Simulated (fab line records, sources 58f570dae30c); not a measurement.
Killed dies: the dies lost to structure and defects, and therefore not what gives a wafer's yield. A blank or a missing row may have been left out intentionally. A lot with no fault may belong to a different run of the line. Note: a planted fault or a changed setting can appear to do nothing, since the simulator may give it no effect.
A single fault, viewed from 2 desks / flow berkeley-cmos170 / what lay behind the numbers comes last; until then each desk has only its own

## AT THE TOOL OWNER'S DESK: litho-track-01
The tool's own readings at UCB170_CONTACT_COAT_04 (resist thk 900 nm): means of the sampled wafers that have a number, for each lot that ran on this tool. A lot is out of limits, marked OUT, if its mean lies more than 4 standard deviations from the usual mean; the brackets give that distance.
Columns: A = exhaust-pa at UCB170_CONTACT_COAT_04, usual 45.0 Pa
lot=L488; first seen here=day 7 23:14; A=45.1
lot=L490; first seen here=day 9 02:56; A=45.0
lot=L492; first seen here=day 9 10:10; A=45.2
lot=L497; first seen here=day 10 12:08; A=44.6
lot=L504; first seen here=day 11 11:24; A=46.0
This desk's verdict: no lot among the 5 shows anything out of limits.

## METROLOGY DESK
What the gauges read for every lot (on any tool): the sampled wafers with a number, averaged. A lot is out of limits, marked OUT, if its mean lies more than 4 standard deviations from the usual mean; the brackets give that distance.
Columns: A = ACTIVE_OVL at UCB170_ACTIVE_OVL_MEAS_14, usual 2 nm; B = V1_OVL at UCB170_V1_OVL_MEAS_13, usual 0 nm; C = M2_AL_THK at UCB170_M2_THK_MEAS_03, usual 908 nm
lot=L486; first seen here=day 5 00:46; A=-0; B=2; C=865
lot=L488; first seen here=day 5 04:28; A=2; B=1; C=913
lot=L487; first seen here=day 5 04:44; A=4; B=-2; C=926
lot=L490; first seen here=day 6 01:22; A=3; B=4; C=912
lot=L491; first seen here=day 6 01:37; A=2; B=5; C=885
lot=L492; first seen here=day 6 09:34; A=1; B=-0; C=905
lot=L493; first seen here=day 6 10:17; A=14; B=5; C=919
lot=L494; first seen here=day 6 10:34; A=2; B=4; C=900
lot=L497; first seen here=day 7 08:04; A=7; B=3; C=926
lot=L500; first seen here=day 7 08:15; A=-1; B=4; C=907
lot=L501; first seen here=day 7 12:40; A=1; B=-10; C=892
lot=L503; first seen here=day 8 07:41; A=7; B=-0; C=915
lot=L504; first seen here=day 8 08:12; A=7; B=5; C=912
lot=L507; first seen here=day 8 19:11; A=-0; B=-4; C=918
This desk's verdict: no lot among the 14 shows anything out of limits.

## ALL TOGETHER
The desk of the tool owner found nothing out of limits.
Metrology desk: nothing out of limits seen.

## WHAT THE SIMULATOR HAD INSERTED
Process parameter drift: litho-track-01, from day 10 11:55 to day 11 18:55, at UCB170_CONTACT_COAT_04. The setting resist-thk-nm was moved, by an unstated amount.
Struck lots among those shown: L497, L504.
